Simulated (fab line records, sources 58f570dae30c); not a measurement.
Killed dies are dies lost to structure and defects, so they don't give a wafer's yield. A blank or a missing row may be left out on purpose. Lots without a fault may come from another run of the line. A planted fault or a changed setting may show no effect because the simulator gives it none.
One fault seen from 2 desks | flow berkeley_cmos170 | each desk has only its own numbers; what lay behind them comes last

THE TOOL OWNER'S DESK: implanter-03
The tool's own readings at UCB170_NVT_IMPLANT_07: means of the sampled wafers that have a number, for each lot that ran on this tool. A lot is out of limits, marked OUT, if its mean lies more than 4 standard deviations from the usual mean; the brackets give that distance.
Columns: A = tilt_deg at UCB170_NVT_IMPLANT_07, usual 7.000 degrees
lot  | first seen here | A
L531 | day 5 13:07     | 7.009
L534 | day 6 09:20     | 6.994
L536 | day 7 01:56     | 7.008
L540 | day 7 07:55     | 6.996
L547 | day 8 13:31     | 6.994
L546 | day 8 21:43     | 6.995
L549 | day 9 06:52     | 7.006
L552 | day 10 12:26    | 5.122 (-99) OUT
L554 | day 10 14:22    | 5.096 (-99 or more) OUT
This desk's finding: out of limits on L552, L554; first on L552, day 10 12:26 (tilt_deg at UCB170_NVT_IMPLANT_07). In limits: L531, L534, L536, L540, L547, L546, L549.

THE METROLOGY DESK
What the gauges read, lot by lot, whatever tool the lot ran on: means of the sampled wafers that have a number. A lot is out of limits, marked OUT, if its mean lies more than 4 standard deviations from the usual mean; the brackets give that distance.
Columns: A = ACTIVE_NITRIDE_THK at UCB170_ACTIVE_THK_MEAS_06, usual 223.5 nm; B = NSD_OVL at UCB170_NSD_OVL_MEAS_07, usual 1 nm; C = M3_OVL at UCB170_M3_OVL_MEAS_16, usual -1 nm
lot  | first seen here | A     | B  | C
L531 | day 4 08:39     | 224.7 | -2 | -5
L532 | day 5 00:56     | 221.6 | 2  | -1
L534 | day 5 05:23     | 225.9 | 1  | -3
L536 | day 5 13:46     | 224.9 | 2  | -9
L538 | day 5 17:57     | 221.7 | -1 | 6
L540 | day 5 22:46     | 227.4 | -4 | 3
L539 | day 5 22:47     | 225.6 | -1 | 3
L542 | day 6 22:46     | 221.0 | 4  | -11
L544 | day 7 05:22     | 220.9 | -6 | 2
L547 | day 7 05:22     | 220.0 | 1  | -7
L546 | day 7 15:39     | 225.4 | 0  | 7
L549 | day 7 22:37     | 224.1 | 1  | -5
L552 | day 9 04:24     | 226.8 | 5  | -1
L554 | day 9 07:46     | 223.4 | -4 | -3
This desk's finding: nothing out of limits on any of the 14 lots.

PUT TOGETHER
The tool owner's desk could have raised an alarm at day 10 12:26, on L552, L554.
The metrology desk saw nothing out of limits.
The metrology desk has L552, L554 on record, within its limits.
Of the lots named, all ran UCB170_NVT_IMPLANT_07 on implanter-03.

WHAT THE SIMULATOR HAD PUT IN
Process parameter drift: implanter-03, from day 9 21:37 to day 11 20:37, at UCB170_NVT_IMPLANT_07. Setting tilt_deg, moved by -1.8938, from 7. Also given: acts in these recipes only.
Lots struck among those shown: L552, L554.
Hours from the fault's start to each desk's first reading out of limits: the tool owner's desk, 15.
